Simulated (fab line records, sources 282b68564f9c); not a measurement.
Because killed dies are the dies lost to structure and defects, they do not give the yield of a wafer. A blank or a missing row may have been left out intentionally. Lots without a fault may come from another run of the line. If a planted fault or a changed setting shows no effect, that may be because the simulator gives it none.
Comparing a struck lot with a sound one -- flow rit_cmos -- 18 steps out of a route of 202
Sound: wafers L541.1, L541.4, L541.6. The struck wafers were L531.3, L531.4, L531.6. The cause is given at the end.
Order at every step that has rows: each side's tool, ch and its chambers, its first start. Under that, the readings that differ: sound wafers -- struck wafers -- difference of the means -- sigmas: that difference in standard deviations of wafers without a fault.
alike: readings whose means differ by less than 2 such deviations, and words and numbers that are the same on both sides. not compared: withheld readings, readings that some wafer has no value for, bounds like >300 that may hide the same value, and numbers for which the record gives no deviation and whose values overlap.
A row with sigmas, a row that says differs or no value, or rows on one side alone: a step with any of these is where the two part. Non-overlapping numbers with no deviation appear without sigmas and do not part them. A reading that every wafer of one side lacks parts them only if that side has two wafers or more.

first, 4 steps without rows for these wafers: RIT_PSD_SOFTBAKE_02 (time 60 s); RIT_PSD_EXPOSE_03 (exposes mask M10, target cd 40900 nm); RIT_PSD_PEB_04; RIT_PSD_DEVELOP_05 (develop time 50 s).
RIT_PSD_OVL_MEAS_06:
  struck on overlay-01, day 4 21:07; sound on overlay-02, day 7 00:27
reading,sound,struck,difference,sigmas
PSD_OVL (nm),-2.1 -0.5 -3.5,2.1 0.1 1.4,+3.2,+2
then, 2 steps without rows for these wafers: RIT_PSD_HARDBAKE_07 (time 60 s); RIT_PSD_IMPLANT_08.
RIT_PSD_STRIP_09: strips in O2, time 180 s.
  sound on plasma_asher-03 ch 0,1, day 7 00:47; struck on plasma_asher-04 ch 0,1, day 4 21:30
  alike: drypump_motor_current_A
  not compared: rf_hours_counter_h
RIT_PSD_TW_MEAS_10:
  struck on film_metro-02, day 4 21:38; sound on film_metro-01, day 7 00:58
reading,sound,struck,difference,sigmas
PSD_TW,3474 3467 3451,3417 3419 3407,-50,-2
then, 3 steps without rows for these wafers: RIT_SDANNEAL_CLEAN_00 (cleans in SC1, time 600 s); RIT_SDANNEAL_CLEAN_01 (cleans in dHF, time 30 s); RIT_SDANNEAL_CLEAN_02 (cleans in SC2, time 600 s).
RIT_SDANNEAL_RTA_03: time 5 s.
  sound on rtp_anneal-01 ch 0, day 7 01:23; struck on rtp_anneal-02 ch 0, day 4 22:06
reading,sound,struck,difference,sigmas
wafer_temp_C_max,1053.2 1054.4 1053.9,1011.9 1011.6 1014.4,-41.2,-34
RIT_SDANNEAL_RS_MEAS_04: uses a four-point probe to measure.
  struck on film_metro-02, day 4 22:11; sound on film_metro-02, day 7 01:27
reading,sound,struck,difference,sigmas
PSD_RS (ohm/sq),115.8 116.2 116.0,144.2 144.3 144.0,+28.2,+78
RIT_SDANNEAL_RS_MEAS_05: uses a four-point probe to measure.
  struck on film_metro-02, day 4 22:18; sound on film_metro-02, day 7 01:34
reading,sound,struck,difference,sigmas
NSD_RS (ohm/sq),84.3 84.9 84.5,86.1 85.9 85.9,+1.4,+4
RIT_SDANNEAL_RS_MEAS_06: uses a four-point probe to measure.
  struck on film_metro-02, day 4 22:25; sound on film_metro-02, day 7 01:41
reading,sound,struck,difference,sigmas
PLDD_RS (ohm/sq),178.7 178.7 178.3,214.2 214.9 214.4,+35.9,+63
RIT_SDANNEAL_RS_MEAS_07: uses a four-point probe to measure.
  struck on film_metro-02, day 4 22:32; sound on film_metro-02, day 7 01:49
reading,sound,struck,difference,sigmas
NLDD_RS (ohm/sq),149.4 150.1 149.1,151.3 150.9 151.5,+1.7,+3
RIT_M1_PROBE_99:
  struck on prober-01, day 5 06:02; sound on prober-02, day 7 09:01
reading,sound,struck,difference,sigmas
model.etest.pmos_turned.r_on_ohm_um,3639 3697 3643,4195 4136 4372,+575,
model.etest.pmos_0p3.r_on_ohm_um,6308 6469 6368,7011 7032 7102,+667,
model.etest.pmos_0p15.r_on_ohm_um,2878 2939 2952,3215 3193 3330,+323,
model.etest.nmos_0p3.r_on_ohm_um,2135 2177 2183,2207 2202 2235,+50,
model.etest.pmos_turned.drive_ua_um,177.7 170.8 177.9,143 143.8 136.2,-34,
model.etest.pmos_0p15.drive_ua_um,244 238.4 238.2,218.7 219.4 210.4,-24.0,
  alike: killed_at_contacts, killed_at_front_end, killed_dies, killed_open, killed_short
  not compared: model.etest.pldd.rs_ohm_sq, model.etest.nmos_turned.drive_ua_um

WHERE THEY PART
First at RIT_PSD_OVL_MEAS_06; last, within this record, at RIT_SDANNEAL_RS_MEAS_07. Later steps at which nothing parts them and some readings are alike: RIT_M1_PROBE_99.

WHY: the cause the simulator had injected
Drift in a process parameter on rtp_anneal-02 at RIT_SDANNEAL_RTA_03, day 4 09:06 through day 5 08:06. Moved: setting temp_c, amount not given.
